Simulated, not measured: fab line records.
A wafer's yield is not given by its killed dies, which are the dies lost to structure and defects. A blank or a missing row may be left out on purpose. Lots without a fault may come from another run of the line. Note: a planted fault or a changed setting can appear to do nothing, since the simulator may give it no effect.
Chamber matching | flow berkeley cmos170 | 4 sister chambers for UCB170_V2_ETCH_14 on rie diel-02
The step etches SiO2 in CHF3/CF4/Ar, stops on Al, target depth 1250 nm, time 291 s. 4 wafers are shown with their chamber, then 8 later ones without.

WAFERS, EACH WITH ITS CHAMBER
wafer  | chamber | throttle valve pct (%)
L891.6 | 1       | 7.06
L893.1 | 2       | 6.81
L895.1 | 0       | 7.04
L898.2 | 3       | 6.96

WAFERS WITHOUT THEIR CHAMBER
wafer  | throttle valve pct (%)
L898.3 | 7.03
L898.4 | 7.07
L903.1 | 6.96
L903.3 | 7.03
L903.6 | 7.05
L908.3 | 6.80
L908.4 | 6.98
L908.5 | 7.07

EACH ONE'S CHAMBER
wafer  | from the rows above     | in truth
L898.3 | can't be placed: 0 or 1 | 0
L898.4 | can't be placed: 1 or 0 | 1
L903.1 | 3                       | 3
L903.3 | can't be placed: 0 or 1 | 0
L903.6 | can't be placed: 0 or 1 | 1
L908.3 | 2                       | 2
L908.4 | 3                       | 3
L908.5 | can't be placed: 1 or 0 | 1
Placed correctly: 3 of 8. Can't be placed from these rows: 5 (the true chamber is among the candidates in 5). Number placed wrongly: 0.
How it was worked out, from the rows above alone: a wafer's distance from a chamber is the root of the sum, over the readings, of the square of ((its reading less the chamber's mean) divided by the reading's scatter). The wafer belongs to the nearest chamber; if the next one is less than 2 further off, it can't be placed. A chamber's mean is the mean of its shown wafers. The scatter (one wafer shown for each chamber): square how far every hidden wafer sits from the nearest shown wafer, average those squares and take the square root.
